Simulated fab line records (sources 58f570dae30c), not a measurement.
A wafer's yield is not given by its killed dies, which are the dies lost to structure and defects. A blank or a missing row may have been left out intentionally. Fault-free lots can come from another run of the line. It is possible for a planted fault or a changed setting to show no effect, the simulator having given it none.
One fault seen from 2 desks :: flow berkeley_cmos170 :: what lay behind the numbers comes last; until then each desk has only its own

AT THE METROLOGY DESK
What the gauges read for every lot (on any tool): the sampled wafers with a number, averaged. Any lot whose mean is over 4 standard deviations away from the usual mean is out of limits and marked OUT; that distance is given in the brackets.
Columns: A = NLDD_TW at UCB170_NLDD_TW_MEAS_11, usual 2206; B = NLDD_RS at UCB170_SDANNEAL_RS_MEAS_05, usual 616.9 ohm/sq
lot: L563
first seen here: day 7 08:33
A: 2228
B: 617.4

lot: L566
first seen here: day 7 13:52
A: 2203
B: 617.5

lot: L569
first seen here: day 8 08:23
A: 2207
B: 616.4

lot: L567
first seen here: day 8 09:05
A: 2194
B: 616.8

lot: L568
first seen here: day 8 09:36
A: 2039 (-15) OUT
B: 753.6 (+91) OUT

lot: L570
first seen here: day 8 20:20
A: 2196
B: 618.1

lot: L574
first seen here: day 8 22:56
A: 2233
B: 615.4

lot: L573
first seen here: day 8 23:13
A: 2027 (-16) OUT
B: 751.8 (+90) OUT

lot: L572
first seen here: day 9 00:31
A: 2025 (-16) OUT
B: 748.0 (+87) OUT

lot: L577
first seen here: day 10 05:34
A: 2202
B: 618.8

lot: L579
first seen here: day 10 19:07
A: 2216
B: 616.1

lot: L580
first seen here: day 10 19:53
A: 2202
B: 615.2

lot: L582
first seen here: day 11 10:02
A: 2213
B: 615.6

lot: L583
first seen here: day 11 10:19
A: 2201
B: 615.6

lot: L586
first seen here: day 12 13:10
A: 2210
B: 618.6
Finding of this desk: L568, L572, L573 out of limits, first seen on L568 at day 8 09:36 (NLDD_TW at UCB170_NLDD_TW_MEAS_11). L563, L566, L569, L567, L570, L574, L577, L579, L580, L582, L583, L586: within limits.

FOR THE TOOL OWNER'S DESK: implanter-03
For each lot that ran on this tool, the mean over its sampled wafers that have a number, from the tool's own readings at UCB170_NLDD_IMPLANT_09. Any lot whose mean is over 4 standard deviations away from the usual mean is out of limits and marked OUT; that distance is given in the brackets.
Columns: A = dose_ions_cm2 at UCB170_NLDD_IMPLANT_09, usual 5e+13; B = faraday_current_uA at UCB170_NLDD_IMPLANT_09, usual 158.7
lot: L566
first seen here: day 7 13:38
A: 5e+13
B: 162.0

lot: L569
first seen here: day 8 08:10
A: 5e+13
B: 159.7

lot: L568
first seen here: day 8 09:21
A: 2e+13 (-99 or more) OUT
B: 77.8 (-29) OUT

lot: L573
first seen here: day 8 22:59
A: 2e+13 (-99 or more) OUT
B: 77.0 (-29) OUT

lot: L572
first seen here: day 9 00:16
A: 2e+13 (-99 or more) OUT
B: 77.4 (-29) OUT

lot: L582
first seen here: day 11 09:48
A: 5e+13
B: 159.9

lot: L586
first seen here: day 12 12:55
A: 5e+13
B: 156.2
Finding of this desk: L568, L572, L573 out of limits; the first was L568 at day 8 09:21, on dose_ions_cm2 at UCB170_NLDD_IMPLANT_09. L566, L569, L582, L586: within limits.

TAKEN TOGETHER
At day 8 09:21, on L568, L572, L573, the tool owner's desk was in a position to raise an alarm.
L568, L572, L573 would have let the metrology desk raise an alarm at day 8 09:36.
On implanter-03, each named lot ran UCB170_NLDD_IMPLANT_09.

WHAT THE SIMULATOR PUT IN
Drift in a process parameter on implanter-03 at UCB170_NLDD_IMPLANT_09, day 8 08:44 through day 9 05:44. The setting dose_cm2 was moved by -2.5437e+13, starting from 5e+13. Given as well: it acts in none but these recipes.
Shown lots that were struck: L568, L572, L573.
Hours from the fault's start to each desk's first reading out of limits: the tool owner's desk, 1; the metrology desk, 1.
